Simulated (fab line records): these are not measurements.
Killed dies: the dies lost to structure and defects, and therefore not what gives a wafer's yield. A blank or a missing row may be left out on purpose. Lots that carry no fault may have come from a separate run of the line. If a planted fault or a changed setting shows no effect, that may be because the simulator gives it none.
Which tool was responsible? + flow berkeley_cmos170 + 14 lots with 42 wafers sampled at 5 steps, on a route of 331 steps

== WHAT THE GAUGES SHOWED, per wafer ==
UCB170_NSD_OVL_MEAS_07. Usual: NSD_OVL gives 1 nm (standard deviation 5.8).
| lot  | measured     | on         | NSD_OVL (nm) | flag |
|------|--------------|------------|--------------|------|
| L469 | day 7 08:31  | overlay-02 | 10 1 11      |      |
| L470 | day 8 12:58  | overlay-02 | 5 -1 7       |      |
| L472 | day 8 13:12  | overlay-02 | 5 2 3        |      |
| L473 | day 9 06:40  | overlay-01 | 2 1 -4       |      |
| L475 | day 9 06:47  | overlay-02 | -2 -3 -5     |      |
| L474 | day 9 07:28  | overlay-02 | 4 10 8       |      |
| L477 | day 9 23:11  | overlay-02 | 2 -1 6       |      |
| L478 | day 10 08:33 | overlay-01 | 18 11 11     |      |
| L484 | day 11 04:11 | overlay-01 | 0 -11 0      |      |
| L488 | day 12 07:16 | overlay-02 | 3 6 6        |      |
| L486 | day 12 07:16 | overlay-01 | -3 -11 1     |      |
| L489 | day 12 07:23 | overlay-02 | -1 9 3       |      |
| L490 | day 12 08:05 | overlay-01 | 0 -2 4       |      |
| L492 | day 12 10:15 | overlay-02 | -2 5 3       |      |

UCB170_SILICIDE_THK_MEAS_03: measures by xrf. Usual: SILICIDE_TI_THK gives 29.8 nm (standard deviation 0.38).
| lot  | measured     | on            | SILICIDE_TI_THK (nm) | flag |
|------|--------------|---------------|----------------------|------|
| L469 | day 7 10:58  | film_metro-04 | 30.0 30.1 29.7       |      |
| L470 | day 8 15:15  | film_metro-01 | 30.0 30.1 30.3       |      |
| L472 | day 8 15:36  | film_metro-01 | 30.0 29.7 29.7       |      |
| L473 | day 9 10:19  | film_metro-03 | 30.1 30.4 30.3       |      |
| L475 | day 9 10:17  | film_metro-01 | 29.9 30.1 29.5       |      |
| L474 | day 9 10:55  | film_metro-04 | 30.1 29.2 30.1       |      |
| L477 | day 10 01:58 | film_metro-03 | 30.5 30.6 30.0       |      |
| L478 | day 10 10:38 | film_metro-01 | 29.3 29.2 29.8       |      |
| L484 | day 11 06:31 | film_metro-01 | 29.3 29.4 29.7       |      |
| L488 | day 12 10:05 | film_metro-01 | 29.4 29.2 29.4       |      |
| L486 | day 12 09:48 | film_metro-01 | 29.3 29.7 29.7       |      |
| L489 | day 12 09:32 | film_metro-04 | 30.2 30.0 30.0       |      |
| L490 | day 12 10:34 | film_metro-04 | 29.8 29.9 29.8       |      |
| L492 | day 12 12:30 | film_metro-01 | 30.0 29.6 29.8       |      |

UCB170_CONTACT_CD_MEAS_90: the cd target is 700 nm. Usual: cd_nm 699.5 nm, standard deviation 1.6.
| lot  | measured     | on        | cd_nm (nm)        | flag |
|------|--------------|-----------|-------------------|------|
| L469 | day 7 16:21  | cd_sem-02 | 702.6 700.5 701.4 |      |
| L470 | day 8 19:37  | cd_sem-01 | 701.2 703.1 700.5 |      |
| L472 | day 8 21:31  | cd_sem-01 | 699.8 702.1 698.7 |      |
| L473 | day 9 16:26  | cd_sem-02 | 698.0 697.3 697.8 |      |
| L475 | day 9 17:25  | cd_sem-02 | 700.8 700.3 698.1 |      |
| L474 | day 9 18:53  | cd_sem-02 | - - -             | OFF  |
| L477 | day 10 06:14 | cd_sem-01 | - - -             | OFF  |
| L478 | day 10 15:47 | cd_sem-02 | 699.4 700.9 698.8 |      |
| L484 | day 11 13:45 | cd_sem-02 | 698.6 701.2 700.4 |      |
| L488 | day 12 18:27 | cd_sem-02 | 701.3 699.5 697.2 |      |
| L486 | day 12 18:10 | cd_sem-02 | 700.8 700.3 700.2 |      |
| L489 | day 12 14:05 | cd_sem-02 | 699.3 698.0 698.9 |      |
| L490 | day 12 18:16 | cd_sem-01 | 699.4 700.4 698.4 |      |
| L492 | day 12 19:07 | cd_sem-01 | 702.3 700.2 702.0 |      |

== WHAT TOOL EACH LOT RAN ON (gives the tool, then ch and the chambers of the sampled wafers, and finally the start) ==
| lot  | UCB170_SDANNEAL_RTA_00           | UCB170_CONTACT_CVD_01       |
|------|----------------------------------|-----------------------------|
| L469 | rtp_anneal-01 ch 0, day 7 10:08  | lpcvd-01 ch 0, day 7 12:07  |
| L470 | rtp_anneal-01 ch 0, day 8 14:25  | lpcvd-01 ch 0, day 8 15:38  |
| L472 | rtp_anneal-01 ch 0, day 8 14:47  | lpcvd-01 ch 1, day 8 17:25  |
| L473 | rtp_anneal-02 ch 0, day 9 09:29  | lpcvd-02 ch 0, day 9 11:09  |
| L475 | rtp_anneal-01 ch 0, day 9 09:28  | lpcvd-02 ch 1, day 9 11:09  |
| L474 | rtp_anneal-02 ch 0, day 9 10:06  | lpcvd-02 ch 1, day 9 12:56  |
| L477 | rtp_anneal-02 ch 0, day 10 01:06 | lpcvd-01 ch 1, day 10 02:17 |
| L478 | rtp_anneal-01 ch 0, day 10 09:49 | lpcvd-01 ch 0, day 10 10:56 |
| L484 | rtp_anneal-01 ch 0, day 11 05:40 | lpcvd-01 ch 0, day 11 08:18 |
| L488 | rtp_anneal-02 ch 0, day 12 09:16 | lpcvd-01 ch 0, day 12 12:20 |
| L486 | rtp_anneal-01 ch 0, day 12 08:59 | lpcvd-01 ch 0, day 12 12:20 |
| L489 | rtp_anneal-02 ch 0, day 12 08:42 | lpcvd-01 ch 0, day 12 10:03 |
| L490 | rtp_anneal-02 ch 0, day 12 09:44 | lpcvd-01 ch 0, day 12 12:20 |
| L492 | rtp_anneal-02 ch 0, day 12 11:41 | lpcvd-02 ch 0, day 12 14:50 |
- UCB170_SDANNEAL_RTA_00: time 10 s.
- UCB170_CONTACT_CVD_01: deposits PSG from SiH4/O2/PH3, target thk 700 nm, time 2820 s.

== WHAT THE TOOLS THEMSELVES READ (means of the sampled wafers that have a number; where no wafer has one, the mark that the record gives instead) ==
UCB170_SDANNEAL_RTA_00. Usual: lamp_power_pct 25.94 %, standard deviation 0.12; wafer_temp_C_max 904.7, standard deviation 1.8.
| lot  | tool          | lamp_power_pct (%) | wafer_temp_C_max | flag |
|------|---------------|--------------------|------------------|------|
| L469 | rtp_anneal-01 | 25.82              | 903.1            |      |
| L470 | rtp_anneal-01 | 25.83              | 903.8            |      |
| L472 | rtp_anneal-01 | 25.84              | 903.4            |      |
| L473 | rtp_anneal-02 | 26.07              | 905.4            |      |
| L475 | rtp_anneal-01 | 25.82              | 902.7            |      |
| L474 | rtp_anneal-02 | 26.07              | 905.0            |      |
| L477 | rtp_anneal-02 | 26.07              | 907.3            |      |
| L478 | rtp_anneal-01 | 25.85              | 903.1            |      |
| L484 | rtp_anneal-01 | 25.85              | 903.4            |      |
| L488 | rtp_anneal-02 | 26.07              | 905.8            |      |
| L486 | rtp_anneal-01 | 25.85              | 903.9            |      |
| L489 | rtp_anneal-02 | 26.07              | 907.2            |      |
| L490 | rtp_anneal-02 | 26.06              | 906.2            |      |
| L492 | rtp_anneal-02 | 26.05              | 905.5            |      |

UCB170_CONTACT_CVD_01. Usual: o2_flow_sccm 89.98 sccm, standard deviation 0.28; ph3_flow_sccm 24.99 sccm, standard deviation 0.082; pressure_mtorr 300.1 mTorr, standard deviation 0.56; spike_tc_centre_C 453.5 C, standard deviation 1.3; zone_power_centre_pct 19.5 %, standard deviation 0.85.
| lot  | tool     | o2_flow_sccm (sccm) | ph3_flow_sccm (sccm) | pressure_mtorr (mTorr) | spike_tc_centre_C (C) | zone_power_centre_pct (%) | flag |
|------|----------|---------------------|----------------------|------------------------|-----------------------|---------------------------|------|
| L469 | lpcvd-01 | 90.29               | 24.96                | 300.1                  | 454.6                 | 20.0                      |      |
| L470 | lpcvd-01 | 90.14               | 24.96                | 299.3                  | 454.4                 | 20.1                      |      |
| L472 | lpcvd-01 | 90.05               | 24.96                | 299.7                  | 451.6                 | 19.5                      |      |
| L473 | lpcvd-02 | 89.87               | 24.94                | 300.4                  | 454.1                 | 19.3                      |      |
| L475 | lpcvd-02 | 89.85               | 25.11                | 299.8                  | 453.5                 | 17.6                      |      |
| L474 | lpcvd-02 | -                   | -                    | -                      | -                     | -                         | OFF  |
| L477 | lpcvd-01 | -                   | -                    | -                      | -                     | -                         | OFF  |
| L478 | lpcvd-01 | 89.46               | 24.94                | 299.6                  | 455.0                 | 20.2                      |      |
| L484 | lpcvd-01 | 90.41               | 25.08                | 299.9                  | 453.8                 | 20.2                      |      |
| L488 | lpcvd-01 | 89.80               | 24.97                | 300.2                  | 454.8                 | 20.1                      |      |
| L486 | lpcvd-01 | 89.88               | 24.95                | 300.1                  | 454.9                 | 20.2                      |      |
| L489 | lpcvd-01 | 90.14               | 24.92                | 300.5                  | 453.9                 | 20.1                      |      |
| L490 | lpcvd-01 | 89.74               | 24.94                | 300.3                  | 454.2                 | 20.1                      |      |
| L492 | lpcvd-02 | 90.01               | 25.10                | 299.8                  | 451.9                 | 19.3                      |      |

== THE ANSWER, worked out from the rows above alone ==
Rule: a lot is off if the mean of its wafers that have a number lies more than 3 standard deviations from the usual mean. A lot without any number at a reading at which 4 lots or more have one is off too. Where the step has rows for the other lots, those lots are counted as sound. The gauges are gone through in route order, then the tools' own readings, and for those a lot's mean is taken as printed above. At the first step where some lot is off, the reading lying furthest off is the one used; lots without a number count as furthest.
Off: L474, L477 (UCB170_CONTACT_CD_MEAS_90, cd_nm). Without a number there: L474, L477.
If a tool, at a process step before that reading, ran all the lots that are off and no sound lot after the first of them, it fits. Not tried: the gauges at UCB170_CONTACT_CD_MEAS_90; whatever is off there is also off at UCB170_CONTACT_CVD_01, on other tools, and gauge error can't account for it. Of those tried, none fits.

== WHAT THE SIMULATOR HAD PUT IN ==
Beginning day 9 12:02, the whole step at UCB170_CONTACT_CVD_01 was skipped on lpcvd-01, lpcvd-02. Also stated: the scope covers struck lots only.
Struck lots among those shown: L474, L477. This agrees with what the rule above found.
